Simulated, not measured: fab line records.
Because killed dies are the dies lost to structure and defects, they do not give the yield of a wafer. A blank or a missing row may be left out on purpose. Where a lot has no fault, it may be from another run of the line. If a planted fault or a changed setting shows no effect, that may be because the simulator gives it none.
The tool behind it: which one? | flow rit_cmos | 14 lots, 42 wafers sampled, at 1 step of a route of 202

== WHAT THE GAUGES READ, wafer by wafer ==
RIT_REOX_THK_MEAS_04. Usual: REOX_OXIDE_THK 25.2 nm, standard deviation 0.47.
lot  | measured    | on            | REOX_OXIDE_THK (nm) | flag
L822 | day 2 17:26 | film_metro-02 | 25.2 25.5 25.6      |
L823 | day 3 00:20 | film_metro-04 | 24.3 24.2 24.4      |
L824 | day 3 02:54 | film_metro-04 | 24.8 24.9 24.5      |
L825 | day 3 07:48 | film_metro-04 | 26.0 26.0 26.2      |
L826 | day 3 13:10 | film_metro-02 | 25.5 26.0 25.6      |
L827 | day 3 18:42 | film_metro-04 | 25.5 25.1 25.3      |
L828 | day 4 00:05 | film_metro-02 | 24.6 24.4 24.8      |
L834 | day 5 05:34 | film_metro-04 | 27.4 27.8 27.6      | OFF
L835 | day 5 10:04 | film_metro-04 | 27.9 28.2 27.6      | OFF
L841 | day 6 14:44 | film_metro-02 | 25.5 25.1 25.6      |
L842 | day 6 19:54 | film_metro-02 | 24.6 24.9 24.4      |
L843 | day 7 02:13 | film_metro-02 | 25.0 24.6 25.2      |
L844 | day 7 05:56 | film_metro-01 | 25.5 26.0 25.7      |
L845 | day 7 10:54 | film_metro-01 | 26.2 25.5 25.6      |

== EACH LOT AND THE TOOL THAT RAN IT (in order: tool; ch and the chambers of the sampled wafers; start) ==
Before these readings, the record contains no process step.

== AS READ BY THE TOOLS THEMSELVES (means over the sampled wafers that have a number; for cases with no such wafer, the mark the record gives instead) ==
The record holds no such reading with a usual standard deviation.

== THE ANSWER, worked out from the rows above alone ==
Rule: a lot counts as off when the mean over its wafers that have a number is more than 3 standard deviations away from the usual mean. A lot without any number at a reading at which 4 lots or more have one is off too. The other lots that the step has rows for count as sound. First the gauges in route order, then the tools' own readings, where a lot's mean is used as printed above. At the first step where some lot is off, the reading lying furthest off is the one used; lots without a number count as furthest.
Off: at RIT_REOX_THK_MEAS_04 (REOX_OXIDE_THK), L834, L835.
A tool fits if, at a process step before that reading, it ran every lot that is off, and no sound lot after the first of them. Those tools and the gauges at RIT_REOX_THK_MEAS_04 are tried in the same way. One candidate fits, namely film_metro-04 at RIT_REOX_THK_MEAS_04. Its last sound lot is L827 (day 3 18:42), its first lot that is off L834 (day 5 05:34): a fault that began between those two fits.

== WHAT THE SIMULATOR HAD PUT IN ==
Metrology matching offset: film_metro-04, from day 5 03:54 on, at RIT_REOX_THK_MEAS_04. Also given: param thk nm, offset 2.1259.
Struck lots among those shown: L834, L835. The same result came from the rule above.
